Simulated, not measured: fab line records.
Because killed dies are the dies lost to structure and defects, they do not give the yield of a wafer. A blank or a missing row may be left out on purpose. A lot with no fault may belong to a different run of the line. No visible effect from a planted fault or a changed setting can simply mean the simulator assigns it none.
fab line records + flow rit_cmos
[record]
- lots = 13
- wafers = 39
- last_day = 7
route steps=202 shown REOX@100 M1@202
lots with no fault: from the same line, run without faults
start_h: start of the lot's first displayed wafer, in hours after the record's first day + wait_h: time in hours since the lot's previous step + " the same as in the row above + L1.1+2: a row that stands for several wafers + - no value, or no start given + * or withheld: withheld + < > ~ a bound
route shown NAME@n: NAME is a module with steps in the file, n the number in the route of the first one + usual: mean/standard deviation of fault-free wafers + same: alike in all rows + chamber/n: place in a boat + sites: the reading at each site + _std_site: how widely they spread, as a standard deviation + _edge_site: the outer-site mean with the inner-site mean subtracted + radius_mm: for every site, how far away it sits from the centre of the wafer + mask NAME#n: copy n + behind: the most recent tool/chamber to have shaped the wafer + hold: cause of the lot's hold/its duration in hours/its outcome + device: which transistor (n, p or np) failed to switch + end of line: the tests these same wafers got at the end of their route + a step with no rows: only its recipe + killed: not the wafer's yield, but the dies lost to structure and defects at the first sort + map: a wafer's dies, marking killed ones x, the rest . and places with no die _
set.NAME: the setting the step ran with; set.NAME@STEP: the setting that earlier step ran with + model.NAME: the simulator's own value behind a step, which no gauge read
one table for each step of the route and one row for each wafer, over a sample of lots
[[steps]]
[step RIT_REOX_CLEAN_02]
[recipe]
- chemistry = SC2
- mix = 3:3:50
- time_s = 600
- temp_c = 75
- dry = n2_spin
| lot.wafer  | tool         | chamber | start_h | wait_h |
|------------|--------------|---------|---------|--------|
| L361.1+5+6 | wet_bench-01 | 3       | 38.72   | 0.0    |
| L362.1+4+5 | wet_bench-02 | 3       | 43.82   | 0.0    |
| L364.2+3+4 | wet_bench-01 | 0       | 52.16   | 0.0    |
| L367.1+4+5 | wet_bench-02 | 2       | 72.30   | 0.0    |
| L368.1+2+5 | wet_bench-01 | 0       | 74.15   | 0.0    |
| L369.1+2+3 | wet_bench-02 | 1       | 80.04   | 0.0    |
| L370.2+5+6 | wet_bench-01 | 3       | 83.25   | 0.0    |
| L372.1+2+6 | wet_bench-01 | 2       | 94.65   | 0.0    |
| L373.1+3+6 | wet_bench-04 | 0       | 101.24  | 0.0    |
| L374.1+2+4 | wet_bench-01 | 0       | 105.04  | 0.0    |
| L375.2+3+6 | wet_bench-04 | 2       | 110.09  | 0.0    |
| L378.1+2+5 | wet_bench-02 | 0       | 124.54  | 0.0    |
| L381.1+3+5 | wet_bench-01 | 2       | 140.34  | 0.0    |
[step RIT_M1_PROBE_99]
[usual]
- killed_at_M0_to_M3 = 0.0/0.14
- killed_at_contacts = 0.1/0.31
- killed_at_front_end = 7/3.2
- killed_dies = 7/3.2
- killed_open = 3.6/1.9
- killed_short = 3.6/2
[same]
- gross_dies = 264
- killed_at_M4_up = 0
- killed_at_back_side = 0
- killed_at_other = 0
| lot.wafer | tool      | chamber | start_h | wait_h | killed_at_M0_to_M3 | killed_at_contacts | killed_at_front_end | killed_dies | killed_open | killed_short |
|-----------|-----------|---------|---------|--------|--------------------|--------------------|---------------------|-------------|-------------|--------------|
| L369.1    | prober-02 | -       | 99.62   | 0.1    | 0                  | 0                  | 7                   | 7           | 5           | 2            |
| L369.2    | prober-02 | -       | 99.67   | 0.1    | 0                  | 0                  | 6                   | 6           | 3           | 3            |
| L369.3    | prober-02 | -       | 99.72   | 0.2    | 0                  | 0                  | 3                   | 3           | 1           | 2            |
| L370.2    | prober-02 | -       | 102.82  | 0.1    | 0                  | 0                  | 7                   | 7           | 4           | 3            |
| L370.5    | prober-02 | -       | 102.97  | 0.2    | 0                  | 0                  | 6                   | 6           | 3           | 3            |
| L370.6    | prober-02 | -       | 103.02  | 0.2    | 0                  | 0                  | 2                   | 2           | 2           | 0            |
| L372.1    | prober-02 | -       | 113.68  | 0.1    | 0                  | 0                  | 5                   | 5           | 4           | 1            |
| L372.2    | prober-02 | -       | 113.73  | 0.1    | 0                  | 0                  | 5                   | 5           | 4           | 1            |
| L372.6    | prober-02 | -       | 113.93  | 0.2    | 0                  | 0                  | 2                   | 2           | 1           | 1            |
| L378.1    | prober-01 | -       | 144.46  | 0.1    | 0                  | 1                  | 8                   | 9           | 4           | 5            |
| L378.2    | prober-01 | -       | 144.51  | 0.1    | 0                  | 0                  | 5                   | 5           | 3           | 2            |
| L378.5    | prober-01 | -       | 144.66  | 0.2    | 0                  | 0                  | 10                  | 10          | 4           | 6            |
| L381.1    | prober-02 | -       | 160.87  | 0.1    | 0                  | 0                  | 45                  | 45          | 5           | 4            |
| L381.3    | prober-02 | -       | 160.97  | 0.2    | 0                  | 0                  | 41                  | 41          | 2           | 6            |
| L381.5    | prober-02 | -       | 161.07  | 0.2    | 0                  | 0                  | 48                  | 48          | 4           | 5            |
// killed by level:class
L369.1 FOX2:geometric_particle:open=2 GATE:geometric_particle:short=2 GATE:geometric_particle:open=1 SPACER:geometric_particle:open=1 SILICIDE:geometric_particle:open=1
L369.2 FOX1:geometric_particle:short=1 FOX2:geometric_particle:open=1 GATE:geometric_particle:short=1 SPACER:geometric_particle:open=1 SPACER:geometric_particle:short=1 SILICIDE:geometric_particle:open=1
L369.3 GATE:geometric_particle:short=2 GATE:geometric_particle:open=1
L370.2 FOX1:geometric_particle:short=2 FOX1:geometric_particle:open=1 FOX2:geometric_particle:open=1 GATE:geometric_particle:short=1 REOX:geometric_particle:open=1 SPACER:geometric_particle:open=1
L370.5 SPACER:geometric_particle:open=2 SILICIDE:geometric_particle:short=2 FOX2:geometric_particle:open=1 GATE:geometric_particle:short=1
L370.6 FOX1:geometric_particle:open=1 SPACER:geometric_particle:open=1
L372.1 GATE:geometric_particle:open=3 GATE:geometric_particle:short=1 REOX:geometric_particle:open=1
L372.2 REOX:geometric_particle:open=2 FOX1:geometric_particle:open=1 GATE:geometric_particle:open=1 GATE:geometric_particle:short=1
L372.6 GATE:geometric_particle:short=1 SILICIDE:geometric_particle:open=1
L378.1 FOX1:geometric_particle:short=2 GATE:geometric_particle:short=2 SPACER:geometric_particle:open=2 GATE:geometric_particle:open=1 SILICIDE:geometric_particle:open=1 CONTACT:geometric_particle:short=1
L378.2 GATE:geometric_particle:open=2 FOX1:geometric_particle:open=1 GATE:geometric_particle:short=1 SILICIDE:geometric_particle:short=1
L378.5 SPACER:geometric_particle:short=3 GATE:geometric_particle:short=2 SILICIDE:geometric_particle:open=2 REOX:geometric_particle:short=1 SPACER:geometric_particle:open=1 REOX:geometric_particle:open=1
L381.1 REOX:unspecified=36 GATE:geometric_particle:short=2 SILICIDE:geometric_particle:open=2 FOX1:geometric_particle:open=1 FOX2:geometric_particle:open=1 GATE:geometric_particle:open=1 REOX:geometric_particle:short=1 SILICIDE:geometric_particle:short=1
L381.3 REOX:unspecified=33 REOX:geometric_particle:short=4 FOX1:geometric_particle:short=1 FOX1:geometric_particle:open=1 GATE:geometric_particle:short=1 REOX:geometric_particle:open=1
L381.5 REOX:unspecified=39 REOX:geometric_particle:open=2 SPACER:geometric_particle:short=2 GATE:geometric_particle:short=1 REOX:geometric_particle:short=1 SPACER:geometric_particle:open=1 SILICIDE:geometric_particle:short=1 SILICIDE:geometric_particle:open=1
[[key]]
[first_sign]
- step = RIT_M1_PROBE_99
- reading = killed_dies
- direction = up
- sigmas = 12
- usual = 7
- struck = 45
[effect]
- step = RIT_M1_PROBE_99
- reading = killed_at_front_end
- direction = up
- sigmas = 12
- usual = 7
- struck = 45
met_at RIT_REOX_CLEAN_02
struck_lots L381
struck_wafers L381.1,L381.3,L381.5
tester_left_out L381
onset_between 94.65 140.34
also_fits time
[fault]
- kind = chamber_particle_source
- tool = wet_bench-01
- chamber = 2
- onset_h = 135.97
- steps = RIT_REOX_CLEAN_02
- rate_per_visit_cm2 = 1.2824
- end_h = 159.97
// tester_left_out: of these lots the tester's yield and bins aren't shown, on N5 and GAA mostly nor the transistor test; their killed dies are dies lost to structure and defects alone, not to doping, threshold or leakage, so they don't give the yield
